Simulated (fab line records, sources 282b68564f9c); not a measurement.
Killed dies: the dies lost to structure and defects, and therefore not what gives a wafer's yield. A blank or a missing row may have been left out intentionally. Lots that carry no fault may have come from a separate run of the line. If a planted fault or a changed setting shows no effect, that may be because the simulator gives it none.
fab line records | flow rit-cmos
record: lots: 6 wafers: 18 last-day: 7
route steps=202 shown REOX@99 NLDD@103 PLDD@114 SPACER@125 NSD@131 M1@202
lots that met no fault: taken from a fault-free run of the same line
start-h: hours from the record's opening day to when the first of the lot's shown wafers began | wait-h: hours elapsed since this lot's preceding step | " repeats the value in the row above | L1.1+2: a row that stands for several wafers | - either no value or no given start | * or withheld: withheld | < > ~ a bound
route shown NAME@n: names a module that has steps shown in the file, with the first one's number in the route | usual: mean and standard deviation over wafers with no fault | same: alike in all rows | chamber/n: place in a boat | sites: per-site readings | _std_site: the standard deviation of these | _edge_site: outer sites' mean less inner sites' | radius-mm: for every site, how far away it sits from the centre of the wafer | mask NAME#n: copy n | behind: the most recent tool/chamber to have shaped the wafer | hold: what put the lot on hold/how long, in hours/how the hold closed | device: which transistor (n, p or np) failed to switch | end of line: tests run on the same wafers once the route is complete | a step with no rows: only its recipe | killed: at the first sort, the dies lost to defects and structure; wafer yield is something else | map: a wafer's dies, marking killed ones x, the rest . and places with no die _
set.NAME: the run value of the setting; set.NAME@STEP: its run value at that earlier step | model.NAME: the simulator's own value behind a step, which no gauge read
certain route steps with their lots: each step a table, each wafer a row
services: the hour from which a tool's chamber was out of use, counted from the record's first day as start-h (under 0 if before that day), plus the number of hours and why
== steps ==
step: RIT_REOX_CLEAN_01
recipe: chemistry: dHF dilution: 50:1 time-s: 30
step: RIT_REOX_CLEAN_02
recipe: chemistry: SC2 mix: 3:3:50 time-s: 600 temp-c: 75 dry: n2-spin
step: RIT_REOX_OXIDATION_03
recipe: temp-c: 900 ambient: O2 target-thk-a: 252 ox-time-s: 5580
step: RIT_REOX_THK_MEAS_04
recipe: reads: SiO2_of_REOX_OXIDATION_03
usual: REOX_OXIDE_THK: 24.9/0.53
columns lot.wafer tool chamber start-h wait-h REOX_OXIDE_THK[nm]
L828.2 film-metro-01 - 41.31 0.0 25.1
L828.3 " - " " 24.9
L828.6 " - " " 25.0
L829.1 film-metro-02 - 47.88 0.0 25.0
L829.4 " - " " 25.3
L829.5 " - " " 25.5
L843.2 film-metro-02 - 117.54 0.0 25.2
L843.4 " - " " 24.8
L843.5 " - " " 25.3
L846.1 film-metro-01 - 132.99 0.0 24.8
L846.2 " - " " 25.3
L846.6 " - " " 25.1
L849.2 film-metro-04 - 145.87 0.0 25.1
L849.4 " - " " 25.0
L849.6 " - " " 25.0
L850.2 film-metro-02 - 151.11 0.0 24.9
L850.3 " - " " 24.9
L850.6 " - " " 24.6
step: RIT_NLDD_HMDS_00
recipe: prime-time-s: 60 prime-temp-c: 140
step: RIT_NLDD_COAT_01
recipe: resist: NOVOLAK spin-rpm: 3299 resist-thk-nm: 1000
step: RIT_NLDD_SOFTBAKE_02
recipe: resist: NOVOLAK temp-c: 90 time-s: 60
step: RIT_NLDD_EXPOSE_03
recipe: mask-id: M7 na: 0.57 target-cd-nm: 40700 dose-mj: 250
step: RIT_NLDD_PEB_04
recipe: resist: NOVOLAK temp-c: withheld time-s: withheld
step: RIT_NLDD_DEVELOP_05
recipe: resist: NOVOLAK develop-time-s: 51.21 dev-temp-c: 23
step: RIT_NLDD_OVL_MEAS_06
usual: NLDD_OVL: 1.3/1.4
columns lot.wafer tool chamber start-h wait-h NLDD_OVL[nm]
L828.2 overlay-02 - 42.21 - 0.7
L828.3 " - " " 3.0
L828.6 " - " " 2.8
L829.1 overlay-01 - 48.79 - 5.0
L829.4 " - " " 4.1
L829.5 " - " " 3.0
L843.2 overlay-02 - 118.45 - 1.9
L843.4 " - " " 2.7
L843.5 " - " " 1.3
L846.1 overlay-01 - 134.02 - 2.5
L846.2 " - " " -0.3
L846.6 " - " " 2.5
L849.2 overlay-01 - 146.90 - 0.7
L849.4 " - " " 0.7
L849.6 " - " " -0.4
L850.2 overlay-02 - 152.01 - 3.7
L850.3 " - " " 4.0
L850.6 " - " " 1.7
step: RIT_NLDD_HARDBAKE_07
recipe: resist: NOVOLAK temp-c: 140 time-s: 60
step: RIT_NLDD_IMPLANT_08
recipe: species: P energy-kev: 20 dose-cm2: 5e+14 tilt-deg: 7
usual: dose-ions-cm2: 5e+14/5.1e+11 faraday-current-uA: 1576/32
columns lot.wafer tool chamber start-h wait-h dose-ions-cm2 faraday-current-uA
L828.2 implanter-01 0 42.42 0.1 5.002e+14 1598
L828.3 " 0 " " 5.007e+14 1568
L828.6 " 0 " " 5.004e+14 1575
L829.1 implanter-04 0 48.98 0.1 5.006e+14 1607
L829.4 " 0 " " 5e+14 1521
L829.5 " 0 " " 5.008e+14 1560
L843.2 implanter-01 0 118.65 0.1 6.499e+14 2075
L843.4 " 0 " " 6.495e+14 2004
L843.5 " 0 " " 6.504e+14 2106
L846.1 implanter-01 0 134.21 0.1 6.503e+14 2041
L846.2 " 0 " " 6.494e+14 2054
L846.6 " 0 " " 6.502e+14 1997
L849.2 implanter-02 0 147.10 0.1 5.003e+14 1599
L849.4 " 0 " " 5.006e+14 1636
L849.6 " 0 " " 5.001e+14 1572
L850.2 implanter-04 0 152.22 0.1 5.002e+14 1594
L850.3 " 0 " " 4.995e+14 1630
L850.6 " 0 " " 5.003e+14 1561
step: RIT_NLDD_STRIP_09
recipe: chemistry: O2 time-s: 180 resist: NOVOLAK platen-temp-c: withheld power-w: 500 pressure-mtorr: 4000 o2-flow-sccm: 4000
usual: drypump-motor-current-A: 5.52/0.28
columns lot.wafer tool chamber start-h wait-h drypump-motor-current-A rf-hours-counter-h
L828.2 plasma-asher-03 1 42.54 0.1 5.61 30
L828.3 " 0 " " 5.72 -
L828.6 " 1 " " 5.59 -
L829.1 plasma-asher-04 1 49.13 0.1 5.41 24
L829.4 " 0 " " 5.69 -
L829.5 " 0 " " 5.61 -
L843.2 plasma-asher-04 0 118.78 0.1 5.68 30
L843.4 " 1 " " 5.42 -
L843.5 " 1 " " 5.41 -
L846.1 plasma-asher-03 0 134.36 0.1 5.69 40
L846.2 " 1 " " 5.59 40
L846.6 " 1 " " 5.61 -
L849.2 plasma-asher-04 0 147.23 0.1 5.63 33
L849.4 " 0 " " 5.61 -
L849.6 " 0 " " 5.59 -
L850.2 plasma-asher-04 1 152.34 0.1 5.41 33
L850.3 " 1 " " 5.41 -
L850.6 " 1 " " 5.41 -
step: RIT_NLDD_TW_MEAS_10
usual: NLDD_TW: 2478/23
columns lot.wafer tool chamber start-h wait-h NLDD_TW
L828.2 film-metro-01 - 42.73 0.1 2499
L828.3 " - " " 2482
L828.6 " - " " 2503
L829.1 film-metro-03 - 49.30 0.1 2464
L829.4 " - " " 2447
L829.5 " - " " 2463
L843.2 film-metro-01 - 118.96 0.1 2673
L843.4 " - " " 2660
L843.5 " - " " 2665
L846.1 film-metro-03 - 134.53 0.1 2640
L846.2 " - " " 2631
L846.6 " - " " 2636
L849.2 film-metro-03 - 147.41 0.1 2461
L849.4 " - " " 2445
L849.6 " - " " 2450
L850.2 film-metro-03 - 152.53 0.1 2463
L850.3 " - " " 2449
L850.6 " - " " 2459
step: RIT_PLDD_HMDS_00
recipe: prime-time-s: 60 prime-temp-c: 140
step: RIT_PLDD_COAT_01
recipe: resist: NOVOLAK spin-rpm: 3250 resist-thk-nm: 1000
step: RIT_PLDD_SOFTBAKE_02
recipe: resist: NOVOLAK temp-c: 90 time-s: 60
step: RIT_PLDD_EXPOSE_03
recipe: mask-id: M8 na: 0.57 target-cd-nm: 40900 dose-mj: 250
step: RIT_PLDD_PEB_04
recipe: resist: NOVOLAK temp-c: withheld time-s: withheld
step: RIT_PLDD_DEVELOP_05
recipe: resist: NOVOLAK develop-time-s: 50 dev-temp-c: 23
step: RIT_PLDD_OVL_MEAS_06
usual: PLDD_OVL: 0.3/1.2
columns lot.wafer tool chamber start-h wait-h PLDD_OVL[nm]
L828.2 overlay-01 - 43.63 - 1.6
L828.3 " - " " -1.0
L828.6 " - " " -0.7
L829.1 overlay-01 - 50.34 - 1.3
L829.4 " - " " 1.2
L829.5 " - " " -0.3
L843.2 overlay-02 - 120.09 - 0.0
L843.4 " - " " 0.4
L843.5 " - " " 0.8
L846.1 overlay-02 - 135.44 - 2.4
L846.2 " - " " 1.7
L846.6 " - " " 1.9
L849.2 overlay-01 - 148.48 - -0.4
L849.4 " - " " -0.6
L849.6 " - " " -1.3
L850.2 overlay-01 - 153.56 - -1.0
L850.3 " - " " 0.3
L850.6 " - " " -0.7
step: RIT_PLDD_HARDBAKE_07
recipe: resist: NOVOLAK temp-c: 140 time-s: 60
step: RIT_PLDD_IMPLANT_08
recipe: species: BF2 energy-kev: 20 dose-cm2: 8.828e+14 tilt-deg: 7
step: RIT_PLDD_STRIP_09
recipe: chemistry: O2 time-s: 180 resist: NOVOLAK platen-temp-c: withheld power-w: 500 pressure-mtorr: 4000 o2-flow-sccm: 4000
usual: drypump-motor-current-A: 5.7/0.47
columns lot.wafer tool chamber start-h wait-h drypump-motor-current-A rf-hours-counter-h
L828.2 plasma-asher-01 1 43.96 0.1 4.9 43
L828.3 " 1 " " 4.9 -
L828.6 " 1 " " 4.9 -
L829.1 plasma-asher-03 0 50.67 0.1 5.7 31
L829.4 " 0 " " 5.7 -
L829.5 " 1 " " 5.6 -
L843.2 plasma-asher-02 0 120.63 0.1 6.5 0
L843.4 " 0 " " 6.6 -
L843.5 " 0 " " 6.5 -
L846.1 plasma-asher-03 1 135.78 0.1 5.6 40
L846.2 " 0 " " 5.7 40
L846.6 " 1 " " 5.6 -
L849.2 plasma-asher-02 1 148.81 0.1 5.8 4
L849.4 " 0 " " 6.5 -
L849.6 " 1 " " 5.8 -
L850.2 plasma-asher-03 0 153.89 0.1 5.7 42
L850.3 " 1 " " 5.6 -
L850.6 " 0 " " 5.7 -
step: RIT_PLDD_TW_MEAS_10
usual: PLDD_TW: 2324/20
columns lot.wafer tool chamber start-h wait-h PLDD_TW
L828.2 film-metro-04 - 44.15 0.1 2342
L828.3 " - " " 2343
L828.6 " - " " 2339
L829.1 film-metro-03 - 50.85 0.1 2307
L829.4 " - " " 2304
L829.5 " - " " 2307
L843.2 film-metro-03 - 120.82 0.1 2319
L843.4 " - " " 2313
L843.5 " - " " 2301
L846.1 film-metro-04 - 135.95 0.1 2315
L846.2 " - " " 2321
L846.6 " - " " 2324
L849.2 film-metro-03 - 148.99 0.1 2295
L849.4 " - " " 2312
L849.6 " - " " 2303
L850.2 film-metro-04 - 154.08 0.1 2312
L850.3 " - " " 2313
L850.6 " - " " 2300
step: RIT_SPACER_CLEAN_00
recipe: chemistry: SC1 mix: 3:3:50 time-s: 600 temp-c: 75
step: RIT_SPACER_CLEAN_01
recipe: chemistry: dHF dilution: 50:1 time-s: 30
step: RIT_SPACER_CLEAN_02
recipe: chemistry: SC2 mix: 3:3:50 time-s: 600 temp-c: 75 dry: n2-spin
step: RIT_SPACER_CVD_03
recipe: material: Si3N4 target-thk-nm: 250 temp-c: 810 precursor: SiH2Cl2/NH3 time-s: 3300 pressure-mtorr: 300 sih2cl2-flow-sccm: 60 nh3-flow-sccm: 150
step: RIT_SPACER_THK_MEAS_04
recipe: reads: Si3N4_of_SPACER_CVD_03
usual: SPACER_NITRIDE_THK: 250.0/2.3
columns lot.wafer tool chamber start-h wait-h SPACER_NITRIDE_THK[nm]
L828.2 film-metro-03 - 46.49 0.0 250.8
L828.3 " - " " 250.0
L828.6 " - " " 248.6
L829.1 film-metro-03 - 53.21 0.0 249.8
L829.4 " - " " 250.7
L829.5 " - " " 252.7
L843.2 film-metro-02 - 123.16 0.0 251.1
L843.4 " - " " 253.0
L843.5 " - " " 251.4
L846.1 film-metro-02 - 139.43 0.0 248.3
L846.2 " - " " 249.3
L846.6 " - " " 249.7
L849.2 film-metro-04 - 151.34 0.0 250.2
L849.4 " - " " 249.4
L849.6 " - " " 250.3
L850.2 film-metro-04 - 156.42 0.0 247.2
L850.3 " - " " 248.3
L850.6 " - " " 247.2
step: RIT_SPACER_ETCHBACK_05
recipe: target-depth-a: 2500 SF6_flow_sccm: 30 CHF3_flow_sccm: 30 target: Si3N4 chemistry: SF6/CHF3 pressure-mtorr: 40 rf-w: 250 time-s: 240 stop-on: SiO2
usual: drypump-motor-current-A: 5.7/0.52 oes-product-au: 0.848/0.017 throttle-valve-pct: 10.32/0.12
columns lot.wafer tool chamber start-h wait-h drypump-motor-current-A oes-product-au rf-hours-counter-h throttle-valve-pct
L828.2 rie-diel-01 1 46.54 0.0 6.5 0.855 131 10.37
L828.3 " 0 " " 5.9 0.864 126 10.36
L828.6 " 0 " " 5.8 0.859 - 10.33
L829.1 rie-diel-04 0 53.27 0.1 5.0 0.844 61 10.18
L829.4 " 3 " " 5.8 0.825 1 10.26
L829.5 " 0 " " 5.0 0.853 - 10.19
L843.2 rie-diel-04 3 123.21 0.0 5.8 0.819 2 10.28
L843.4 " 2 " " 6.0 0.840 31 10.45
L843.5 " 3 " " 5.8 0.828 - 10.29
L846.1 rie-diel-02 2 139.49 0.1 5.6 0.817 0 10.22
L846.2 " 0 " " 4.8 0.846 36 10.41
L846.6 " 0 " " 4.8 0.837 - 10.40
L849.2 rie-diel-02 0 151.39 0.0 4.8 0.846 36 10.40
L849.4 " 3 " " 5.7 0.841 92 10.29
L849.6 " 1 " " 6.1 0.865 - 10.52
L850.2 rie-diel-02 0 156.47 0.0 4.8 0.842 36 10.39
L850.3 " 2 " " 5.6 0.814 1 10.22
L850.6 " 0 " " 4.8 0.836 - 10.42
step: RIT_NSD_HMDS_00
recipe: prime-time-s: 60 prime-temp-c: 140
step: RIT_NSD_COAT_01
recipe: resist: NOVOLAK spin-rpm: 3250 resist-thk-nm: 1000
step: RIT_NSD_SOFTBAKE_02
recipe: resist: NOVOLAK temp-c: 90 time-s: 60
step: RIT_NSD_EXPOSE_03
recipe: mask-id: M9 na: 0.57 target-cd-nm: 40700 dose-mj: 250
step: RIT_NSD_PEB_04
recipe: resist: NOVOLAK temp-c: withheld time-s: withheld
step: RIT_NSD_DEVELOP_05
recipe: resist: NOVOLAK develop-time-s: 50 dev-temp-c: 23
step: RIT_NSD_OVL_MEAS_06
usual: NSD_OVL: 0.8/1.4
columns lot.wafer tool chamber start-h wait-h NSD_OVL[nm]
L828.2 overlay-01 - 47.55 - 2.1
L828.3 " - " " 1.0
L828.6 " - " " 0.8
L829.1 overlay-02 - 54.27 - 1.0
L829.4 " - " " 2.3
L829.5 " - " " 2.0
L843.2 overlay-02 - 124.22 - 0.3
L843.4 " - " " 2.7
L843.5 " - " " 1.2
L846.1 overlay-02 - 140.49 - 1.9
L846.2 " - " " 1.2
L846.6 " - " " 0.0
L849.2 overlay-02 - 152.52 - 2.1
L849.4 " - " " 2.1
L849.6 " - " " 1.1
L850.2 overlay-01 - 157.62 - -0.6
L850.3 " - " " -1.0
L850.6 " - " " -1.6
step: RIT_NSD_HARDBAKE_07
recipe: resist: NOVOLAK temp-c: 140 time-s: 60
step: RIT_NSD_IMPLANT_08
recipe: species: P energy-kev: 25 dose-cm2: 1.023e+15 tilt-deg: 7
step: RIT_NSD_STRIP_09
recipe: chemistry: O2 time-s: 180 resist: NOVOLAK platen-temp-c: withheld power-w: 500 pressure-mtorr: 4000 o2-flow-sccm: 4000
usual: drypump-motor-current-A: 5.8/0.38
columns lot.wafer tool chamber start-h wait-h drypump-motor-current-A rf-hours-counter-h
L828.2 plasma-asher-02 0 47.88 0.1 6.5 45
L828.3 " 1 " " 5.8 -
L828.6 " 0 " " 6.5 -
L829.1 plasma-asher-03 0 54.60 0.1 5.7 31
L829.4 " 0 " " 5.7 -
L829.5 " 1 " " 5.6 -
L843.2 plasma-asher-04 0 124.55 0.1 5.6 30
L843.4 " 1 " " 5.4 -
L843.5 " 0 " " 5.7 -
L846.1 plasma-asher-04 0 140.82 0.1 5.6 32
L846.2 " 1 " " 5.4 32
L846.6 " 0 " " 5.6 -
L849.2 plasma-asher-02 1 152.85 0.1 5.8 4
L849.4 " 1 " " 5.8 -
L849.6 " 1 " " 5.8 -
L850.2 plasma-asher-02 0 157.95 0.1 6.6 5
L850.3 " 0 " " 6.5 -
L850.6 " 0 " " 6.5 -
step: RIT_SDANNEAL_RS_MEAS_07
recipe: thk-meas-gauge: four-point-probe
usual: NLDD_RS: 151.7/0.59
columns lot.wafer tool chamber start-h wait-h NLDD_RS[ohm/sq]
L828.2 film-metro-04 - 50.58 0.1 151.3
L828.3 " - " " 151.7
L828.6 " - " " 151.3
L829.1 film-metro-03 - 57.06 0.1 151.5
L829.4 " - " " 152.0
L829.5 " - " " 152.0
L843.2 film-metro-04 - 127.17 0.1 122.3
L843.4 " - " " 122.1
L843.5 " - " " 122.3
L846.1 film-metro-03 - 143.56 0.1 122.7
L846.2 " - " " 122.6
L846.6 " - " " 123.1
L849.2 film-metro-03 - 155.44 0.1 151.4
L849.4 " - " " 151.7
L849.6 " - " " 151.8
L850.2 film-metro-01 - 160.54 0.1 152.0
L850.3 " - " " 151.7
L850.6 " - " " 151.4
step: RIT_M1_PROBE_99
usual: killed-at-front-end: 7/3 killed-dies: 7/3 killed-open: 3.2/2 killed-short: 3.5/2.1
same: gross-dies: 264 killed_at_M0_to_M3: 0 killed_at_M4_up: 0 killed-at-back-side: 0 killed-at-contacts: 0 killed-at-other: 0
columns lot.wafer tool chamber start-h wait-h killed-at-front-end killed-dies killed-open killed-short model.etest.nmos_0p3.r-on-ohm-um model.etest.nmos_0p15.r-on-ohm-um model.etest.nldd.rs-ohm-sq model.etest.nmos-turned.drive-ua-um model.etest.nmos_0p15.drive-ua-um model.etest.nldd.line-ohm-um model.etest.nmos_0p15.swing-mv-dec model.etest.retro-edge-nmos.off-log10-a-um
L828.2 prober-02 - 57.61 0.1 3 3 1 2 2172 1161 399.2 305.7 457.4 127.9 85.64 -10.12
L828.3 prober-02 - 57.66 0.2 9 9 7 2 2163 1142 396.5 314.2 469.5 124.2 86.48 -10.07
L828.6 prober-02 - 57.81 0.2 8 8 0 8 2169 1181 398.9 310 449.2 124.9 85.36 -10.45
L829.1 prober-01 - 64.22 0.1 9 9 6 3 2234 1129 392.2 307.7 457.9 122.3 87.48 -9.892
L829.4 prober-01 - 64.37 0.2 2 2 1 1 2206 1146 402.4 305.6 465.9 126.2 86.69 -9.573
L829.5 prober-01 - 64.42 0.2 8 8 4 4 2202 1150 406.3 297.5 463.5 126.7 86.72 -9.901
L843.2 prober-01 - 135.00 0.1 2 2 1 1 2028 980 303.5 389.7 529.8 94.39 87.74 -8.66
L843.4 prober-01 - 135.10 0.2 2 2 1 1 2020 996.8 293.8 384.1 514.5 91.78 87.71 -9.293
L843.5 prober-01 - 135.15 0.2 6 6 1 5 2067 1008 304.6 377.2 507.8 93.22 87.26 -9.043
L846.1 prober-02 - 150.68 0.1 4 4 2 2 2022 978.9 286.5 387.3 515.6 90.92 86.81 -9.222
L846.2 prober-02 - 150.73 0.1 8 8 3 5 2033 983.3 290.3 377 513.9 91.35 86.99 -9.049
L846.6 prober-02 - 150.93 0.2 5 5 1 4 2013 977 288.7 383.6 524.6 91.75 87.22 -9.106
L849.2 prober-01 - 164.36 0.1 3 3 1 2 2108 1074 361.4 333 485.7 112.9 86.23 -9.732
L849.4 prober-01 - 164.46 0.2 4 4 1 3 2105 1068 361.8 334.9 493.8 113.2 86.46 -9.29
L849.6 prober-01 - 164.56 0.2 5 5 3 2 2114 1084 354.5 340.5 493.9 109.3 86.69 -9.403
L850.2 prober-02 - 167.46 0.1 9 9 6 3 2161 1108 365.6 327.9 465.6 113.3 86.39 -9.827
L850.3 prober-02 - 167.51 0.2 5 5 1 4 2166 1129 362.6 330.8 469.4 116.6 85.93 -10.02
L850.6 prober-02 - 167.66 0.2 8 8 2 6 2181 1096 357 332 473.6 113 87.49 -9.601
killed by level:class
L828.2 GATE:geometric-particle:short=1 SPACER:geometric-particle:short=1 SILICIDE:geometric-particle:open=1
L828.3 GATE:geometric-particle:open=4 FOX2:geometric-particle:short=1 FOX2:geometric-particle:open=1 GATE:geometric-particle:short=1 REOX:geometric-particle:open=1 SILICIDE:geometric-particle:open=1
L828.6 GATE:geometric-particle:short=3 FOX2:geometric-particle:short=2 REOX:geometric-particle:short=2 SILICIDE:geometric-particle:short=1
L829.1 GATE:geometric-particle:short=3 GATE:geometric-particle:open=2 REOX:geometric-particle:open=2 SPACER:geometric-particle:open=1 SILICIDE:geometric-particle:open=1
L829.4 FOX1:geometric-particle:short=1 GATE:geometric-particle:open=1
L829.5 GATE:geometric-particle:open=4 REOX:geometric-particle:short=3 GATE:geometric-particle:short=1
L843.2 FOX1:geometric-particle:open=1 SPACER:geometric-particle:short=1
L843.4 GATE:geometric-particle:short=1 GATE:geometric-particle:open=1
L843.5 FOX1:geometric-particle:short=2 GATE:geometric-particle:short=2 FOX1:geometric-particle:open=1 SPACER:geometric-particle:short=1
L846.1 SILICIDE:geometric-particle:short=2 FOX1:geometric-particle:open=1 SILICIDE:geometric-particle:open=1
L846.2 GATE:geometric-particle:short=3 SPACER:geometric-particle:short=2 SILICIDE:geometric-particle:open=2 SPACER:geometric-particle:open=1
L846.6 GATE:geometric-particle:short=2 FOX1:geometric-particle:short=1 GATE:geometric-particle:open=1 REOX:geometric-particle:short=1
L849.2 GATE:geometric-particle:open=1 GATE:geometric-particle:short=1 SILICIDE:geometric-particle:short=1
L849.4 GATE:geometric-particle:short=2 FOX1:geometric-particle:short=1 GATE:geometric-particle:open=1
L849.6 FOX1:geometric-particle:short=1 GATE:geometric-particle:open=1 REOX:geometric-particle:open=1 SPACER:geometric-particle:open=1 SILICIDE:geometric-particle:short=1
L850.2 FOX1:geometric-particle:open=3 FOX1:geometric-particle:short=1 GATE:geometric-particle:short=1 GATE:geometric-particle:open=1 REOX:geometric-particle:open=1 SPACER:geometric-particle:open=1 SILICIDE:geometric-particle:short=1
L850.3 REOX:geometric-particle:short=2 FOX1:geometric-particle:short=1 SPACER:geometric-particle:short=1 SILICIDE:geometric-particle:open=1
L850.6 GATE:geometric-particle:short=2 FOX1:geometric-particle:open=1 FOX1:geometric-particle:short=1 FOX2:geometric-particle:short=1 REOX:geometric-particle:open=1 REOX:geometric-particle:short=1 STARTING-WAFER:geometric-particle:short=1
== services ==
columns tool chamber start-h hours kind
rie-diel-01 - 19.73 2.8 pm
implanter-02 - 23.10 1.3 repair
rie-diel-01 1 23.28 2.8 repair
plasma-asher-04 - 28.62 1.2 repair
plasma-asher-01 - 29.62 2.8 pm
plasma-asher-04 - 53.58 5.2 repair
plasma-asher-03 - 56.99 10.5 repair
rie-diel-01 0 61.01 7.9 repair
implanter-01 - 67.17 1.5 repair
plasma-asher-04 - 67.21 15.6 pm
implanter-01 - 70.49 13.5 repair
plasma-asher-04 - 96.40 2.3 repair
rie-diel-04 2 103.00 3.8 repair
implanter-04 - 103.32 1.2 repair
plasma-asher-02 - 108.75 9.0 pm
plasma-asher-02 0 108.75 9.0 vent-cycle
plasma-asher-02 1 108.75 9.0 vent-cycle
plasma-asher-02 0 117.75 - clean
plasma-asher-02 1 117.75 - clean
plasma-asher-01 - 129.00 5.6 repair
rie-diel-02 1 132.58 2.4 repair
rie-diel-01 3 135.35 6.4 repair
plasma-asher-01 - 154.90 2.6 repair
rie-diel-01 - 156.11 0.2 repair
== key ==
first-sign: step: RIT_NLDD_IMPLANT_08 reading: dose-ions-cm2 direction: up sigmas: 99+ usual: 5e+14 struck: 6.5e+14
effect: step: RIT_NLDD_IMPLANT_08 reading: faraday-current-uA direction: up sigmas: 15 usual: 1576 struck: 2046
effect: step: RIT_NLDD_TW_MEAS_10 reading: NLDD_TW direction: up sigmas: 7.4 usual: 2478 struck: 2651
effect: step: RIT_SDANNEAL_RS_MEAS_07 reading: NLDD_RS direction: down sigmas: 50 usual: 151.7 struck: 122.5
model-effect: step: RIT_M1_PROBE_99 value: etest.nmos_0p3.r-on-ohm-um without: 2145 struck: 2031
met-at RIT_NLDD_IMPLANT_08
struck-wafers L843.2,L843.4,L843.5,L846.1,L846.2,L846.6
tester-left-out L843,L846
onset-between 42.42 118.65
fault: kind: process-parameter-drift tool: implanter-01 chamber: - onset-h: 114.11 steps: RIT_NLDD_IMPLANT_08 channel: dose-cm2 offset: 1.5e+14 shape: step end-h: 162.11 acts-in: these-recipes-only stated: 5e+14
tester-left-out: of these lots the tester's yield and bins aren't shown, on N5 and GAA mostly nor the transistor test; their killed dies are dies lost to structure and defects alone, not to doping, threshold or leakage, so they don't give the yield
